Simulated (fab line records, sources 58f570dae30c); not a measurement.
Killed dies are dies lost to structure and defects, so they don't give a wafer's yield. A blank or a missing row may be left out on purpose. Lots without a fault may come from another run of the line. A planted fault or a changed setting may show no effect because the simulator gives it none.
Problem report in the 8D (eight disciplines) form, filled by code | flow berkeley_cmos170 | the parts of the form that need people (team, actions taken, sign-off) are left out

1. THE PROBLEM
NLDD_RS at UCB170_SDANNEAL_RS_MEAS_05 reads a mean of 627.4 ohm/sq on 9 wafers of 3 lots; wafers without a fault read 615.0 ohm/sq with a standard deviation of 1.4. That is +8.8 standard deviations from the usual mean.
The step: measures by four-point-probe.
First seen on wafer L490.3, day 10 08:37, on film_metro-01. The record holds 45 wafers of 15 lots with a number at this step. Rule for "out", or "out of limits": more than 4 standard deviations from the usual mean. The other wafers with a number count as sound.

2. WHAT IT IS AND WHAT IT IS NOT
question                    | is                           | is not
which readings at this step | NLDD_RS                      | -
which lots                  | L488, L490, L493             | L480, L481, L482, L483, L487, L489, L494, L495, L497, L500, L501, L502
which wafers of those lots  | all that have a number       | -
read on which gauges        | film_metro-01, film_metro-04 | film_metro-02
when                        | from day 10 08:37            | up to then (15 sound wafers); but 21 sound wafers of L489, L494, L495, L497, L500, L501, L502 came after

3. SUSPECTS, AND WHAT RULES EACH OUT
Counting: a tool at a process step up to the reading stays a suspect if it ran every lot that is out and no sound lot after the first of them.
- the gauge at UCB170_SDANNEAL_RS_MEAS_05: ruled out. The wafers that are out were read on 2 gauges (film_metro-01, film_metro-04).
- implanter-02 at UCB170_NLDD_IMPLANT_09: kept. It ran every lot that is out, first L490 (day 9 18:12), and no sound lot after that; its last sound lot up to then is L487 (day 9 03:37).
Left after counting: implanter-02 at UCB170_NLDD_IMPLANT_09.

4. THE CAUSE (what the simulator had put in)
Process parameter drift: implanter-02, from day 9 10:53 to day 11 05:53, at UCB170_NLDD_IMPLANT_09. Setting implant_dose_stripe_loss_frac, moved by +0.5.
Counting left only this tool.

5. THE CHAIN OF EFFECTS, in route order
Each row: a reading whose mean over the struck wafers that have a number lies more than 3 standard deviations from the usual. Only readings for which the record gives a usual standard deviation are gone through. hours: the time from each lot's start at the first step in this table that gives one to its start at this step, as a median over the lots. sigmas: the change in usual standard deviations.
hours | step                       | reading | usual        | on struck wafers | change | sigmas
0     | UCB170_SDANNEAL_RS_MEAS_05 | NLDD_RS | 615.0 ohm/sq | 627.4            | +12.4  | +8.8

6. WHAT WOULD HAVE CAUGHT IT SOONER
In this record the first reading out of limits at a measuring or inspecting step was taken at day 10 08:37, 22 hours after the fault began at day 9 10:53.
Of the tool readings at UCB170_NLDD_IMPLANT_09 for which the record gives a usual standard deviation, none was out on any struck wafer, so an alarm limit of 4 standard deviations on them would not have fired.
Of the lots that are out (3), L493 began UCB170_NLDD_IMPLANT_09 on implanter-02 after day 10 08:37. A hold on the tool at that time would have spared it.
